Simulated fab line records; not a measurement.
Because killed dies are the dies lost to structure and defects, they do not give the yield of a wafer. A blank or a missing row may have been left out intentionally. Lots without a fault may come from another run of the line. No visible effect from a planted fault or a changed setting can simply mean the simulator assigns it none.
Which tool did it? ; flow ritCmos ; Sampling: 13 lots, 39 wafers, 2 of 202 route steps

## WHAT THE GAUGES READ, wafer by wafer
The record holds no reading of a measuring or inspecting step that can be judged against a usual standard deviation.

## WHICH TOOL RAN EACH LOT (tool, then ch and the chambers of the sampled wafers, then the start)
lot;RIT_GATE_ETCH_19;RIT_M1_PROBE_99
L349;rieSi-02 ch 0,1,3, day 2 16:14;prober-02, day 3 12:46
L350;rieSi-01 ch 0,1,3, day 2 22:29;prober-01, day 3 19:29
L351;rieSi-02 ch 0,2,3, day 3 05:55;prober-02, day 4 01:47
L352;rieSi-01 ch 0,1,3, day 3 08:40;prober-01, day 4 05:00
L357;rieSi-02 ch 1,2,3, day 4 08:38;prober-01, day 5 07:42
L359;rieSi-02 ch 0,2,3, day 4 21:53;prober-02, day 5 17:59
L361;rieSi-02 ch 0,2,3, day 5 04:57;prober-01, day 6 04:13
L362;rieSi-01 ch 0,1,3, day 5 12:11;prober-02, day 6 08:43
L364;rieSi-01 ch 0,1,2, day 5 17:14;prober-02, day 6 14:13
L366;rieSi-01 ch 0,1, day 6 05:36;prober-02, day 7 02:36
L368;rieSi-01 ch 0,2,3, day 6 13:18;prober-02, day 7 12:07
L370;rieSi-01 ch 0,2, day 6 23:32;prober-02, day 7 20:22
L372;rieSi-01 ch 0,1, day 7 09:35;prober-02, day 8 07:41
- RIT_GATE_ETCH_19: etches poly-Si in SF6/CHF3/O2, stops on SiO2, time 165 s, target depth 312.5 nm.
- RIT_M1_PROBE_99

## AS READ BY THE TOOLS THEMSELVES (means over the sampled wafers that have a number; for cases with no such wafer, the mark the record gives instead)
RIT_GATE_ETCH_19.
lot;tool;SF6_flow_sccm (sccm);chamberPressureMTorr (mTorr);drypumpMotorCurrentA (A);oesProductAu (a.u.);rfFwdPowerW (W);throttleValvePct (%)
L349;rieSi-02;29.99;40.03;5.8;0.849;159.2;10.27
L350;rieSi-01;29.93;40.02;5.8;0.848;159.6;10.28
L351;rieSi-02;30.06;40.00;5.8;0.849;159.2;10.30
L352;rieSi-01;30.08;40.02;5.7;0.840;159.2;10.29
L357;rieSi-02;30.01;39.96;5.8;0.850;159.6;10.23
L359;rieSi-02;29.93;40.00;5.8;0.852;180.6;10.30
L361;rieSi-02;30.00;39.99;5.8;0.849;181.1;10.30
L362;rieSi-01;30.03;39.96;5.8;0.839;159.3;10.28
L364;rieSi-01;29.93;40.03;5.9;0.842;158.9;10.23
L366;rieSi-01;30.05;39.98;6.1;0.850;158.6;10.28
L368;rieSi-01;30.09;40.03;5.5;0.845;158.9;10.25
L370;rieSi-01;30.02;40.03;5.7;0.854;158.9;10.20
L372;rieSi-01;29.93;40.01;6.1;0.852;159.0;10.28

RIT_M1_PROBE_99.
lot;tool;killed_at_M0_to_M3;killedAtContacts;killedAtFrontEnd;killedDies;killedOpen;killedShort
L349;prober-02;0.0;0.0;9.0;9.0;4.0;5.0
L350;prober-01;0.0;0.0;7.7;7.7;4.3;3.3
L351;prober-02;0.0;0.0;7.0;7.0;4.7;2.3
L352;prober-01;0.0;0.0;10.3;10.3;4.7;5.3
L357;prober-01;0.0;0.0;7.7;7.7;4.7;3.0
L359;prober-02;0.0;0.3;9.3;9.7;4.3;5.0
L361;prober-01;0.0;0.0;6.7;6.7;4.0;2.7
L362;prober-02;0.0;0.0;5.7;5.7;4.7;1.0
L364;prober-02;0.0;0.0;6.3;6.3;3.3;3.0
L366;prober-02;0.0;0.0;6.3;6.3;1.7;4.7
L368;prober-02;0.3;0.0;8.7;9.0;4.3;4.3
L370;prober-02;0.0;0.3;3.3;3.7;1.3;2.3
L372;prober-02;0.0;0.3;12.0;12.3;5.0;7.3

## THE ANSWER, worked out from the rows above alone
Rule: what is usual is taken from the lots themselves. The widest of any qualifying gaps counts: lots, ordered by their means at a reading, are off when they make up no more than a third of the lots, leave a main group of 4 or more, and stand apart from it by 3 or more times the standard deviation of that group's means. A main group whose means are all the same, to the digits that the tables above print for the reading, isn't used. Also off: a lot with no number at a reading for which 4 or more lots have one. All remaining lots with rows at the step are treated as sound. After the gauges, taken in route order, come the tools' own readings; for these a lot's mean is taken, as printed above. At the first step where some lot is off, the reading lying furthest off is the one used; lots without a number count as furthest.
Off at RIT_GATE_ETCH_19 (rfFwdPowerW): L359, L361. Main group: mean 159.1 W, sd 0.29.
A tool fits if, at that step or a process step before it, it ran every lot that is off, and no sound lot after the first of them. One fits: rieSi-02 at RIT_GATE_ETCH_19. A fault onset in the window from L357 (day 4 08:38, its last sound lot) to L359 (day 4 21:53, its first lot off) fits.
The tool's own readings at RIT_GATE_ETCH_19 bear it out: on the lots that are off they differ by more than 5 times the standard deviation of the sound lots' means. rfFwdPowerW reads 180.8 W there against 159.1 W on the sound lots.

## WHAT HAD BEEN PUT IN BY THE SIMULATOR
rieSi-02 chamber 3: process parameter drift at RIT_GATE_ETCH_19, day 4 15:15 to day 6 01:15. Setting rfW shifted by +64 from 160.
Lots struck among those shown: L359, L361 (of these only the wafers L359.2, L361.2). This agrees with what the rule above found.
